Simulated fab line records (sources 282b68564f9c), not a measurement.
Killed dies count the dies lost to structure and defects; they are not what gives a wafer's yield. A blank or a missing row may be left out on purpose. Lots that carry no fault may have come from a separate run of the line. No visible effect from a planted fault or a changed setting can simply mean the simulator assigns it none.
Split-lot study | flow rit cmos | 5 lots, 23 wafers read, on a route of 202 steps

== THE SPLIT ITSELF ==
At RIT_NWELL_IMPLANT_08, the setting dose cm2 was moved away from the recipe's 5e+13 on 8 of the 23 wafers read, by -6.0% to +7.0%. This setting was run at the recipe's value on the other wafers.

== FROM THE SPLIT TO THE READING: what the file shows between them, 5 steps ==
- RIT_PWELL_COAT_01: resist thk 1300 nm (also split here: resist thk nm)
- RIT_PWELL_HARDBAKE_07: time 120 s (also split here: temp c)
- RIT_PWELL_IMPLANT_08
- RIT_PWELL_STRIP_09: strips in O2, time 180 s
- RIT_WELLDRIVE_ANNEAL_00: time 14700 s

== THE READING ==
NWELL_RS, in ohm/sq, at RIT_WELLDRIVE_RS_MEAS_01 (measures by four-point-probe). Typical for fault-free wafers on this fab line: 275.7 ohm/sq, with standard deviation 0.74 ohm/sq.

wafer  | tool, chamber at the split | dose cm2 as run | against the recipe | NWELL_RS, ohm/sq | against lot-mates on the recipe
L074.1 | implanter-01, 0            | 5.278e+13       | +5.6%              | 265.9            | -9.5
L074.2 | implanter-01, 0            | 5.278e+13       | +5.6%              | 266.0            | -9.4
L074.3 | implanter-01, 0            | 5.278e+13       | +5.6%              | 266.9            | -8.5
L074.4 | implanter-01, 0            | 5e+13           | recipe             | 275.2            | -
L074.5 | implanter-01, 0            | 5e+13           | recipe             | 275.6            | -
L078.1 | implanter-03, 0            | 5e+13           | recipe             | 276.0            | -
L078.3 | implanter-03, 0            | 5e+13           | recipe             | 276.5            | -
L078.4 | implanter-03, 0            | 5e+13           | recipe             | 276.3            | -
L078.5 | implanter-03, 0            | 5e+13           | recipe             | 276.2            | -
L078.6 | implanter-03, 0            | 5e+13           | recipe             | 276.5            | -
L079.1 | implanter-03, 0            | 4.698e+13       | -6.0%              | 286.4            | +10.5
L079.2 | implanter-03, 0            | 4.698e+13       | -6.0%              | 286.6            | +10.7
L079.4 | implanter-03, 0            | 5e+13           | recipe             | 276.0            | -
L079.5 | implanter-03, 0            | 4.698e+13       | -6.0%              | 287.4            | +11.5
L079.6 | implanter-03, 0            | 5e+13           | recipe             | 275.8            | -
L083.1 | implanter-01, 0            | 5e+13           | recipe             | 274.2            | -
L083.2 | implanter-01, 0            | 5.352e+13       | +7.0%              | 263.3            | -10.9
L083.3 | implanter-01, 0            | 5e+13           | recipe             | 274.5            | -
L083.4 | implanter-01, 0            | 5e+13           | recipe             | 274.0            | -
L083.5 | implanter-01, 0            | 5.352e+13       | +7.0%              | 263.2            | -11.0
L084.2 | implanter-01, 0            | 5e+13           | recipe             | 276.6            | -
L084.4 | implanter-01, 0            | 5e+13           | recipe             | 276.8            | -
L084.6 | implanter-01, 0            | 5e+13           | recipe             | 277.1            | -

FIT RESULTS
A straight line over all 23 wafers: NWELL_RS changes by -1.78 ohm/sq for each +1% of dose cm2; r = -0.99; the points scatter about the line by 0.82 ohm/sq.
The same after taking each lot's own level away (the mean of its wafers on the recipe; 23 wafers): -1.68 ohm/sq for each +1%; r = -1.00; scatter 0.44 ohm/sq.
The reading moves by 12 ohm/sq for the largest change in dose cm2, on that fit.
From 274.23 to 276.83 ohm/sq: that is the span of the lots' own levels, equal to 3.5 times the standard deviation above.
So the lot-to-lot level changes the slope little: the two slopes agree.
Check: with one of the wafers moved furthest among these (+7.0%) left out of the fit, the line predicts -11.8 ohm/sq for it against its lot-mates. Against them it came out at -10.9 ohm/sq.

== ADDITIONAL SPLITS CARRIED BY THESE WAFERS ==
Other splits were also applied to these wafers ahead of the reading. Each is held against what the fit with the lots' levels taken away leaves over:
other split on the same wafers       | wafers away from the commonest value | r with NWELL_RS (lot level and that fit taken away)
RIT_ACTIVE_CVD_03 time s             | 5                                    | +0.18
RIT_ACTIVE_DEVELOP_10 develop time s | 10                                   | +0.06
RIT_FOX1_OXIDATION_00 temp c         | 18                                   | +0.02
RIT_PWELL_COAT_01 resist thk nm      | 4                                    | +0.11
RIT_PWELL_HARDBAKE_07 temp c         | 4                                    | +0.12

== FILE'S OWN FIT ==
NWELL_RS changes by -1.66 ohm/sq for each +1% of dose cm2, r = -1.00.
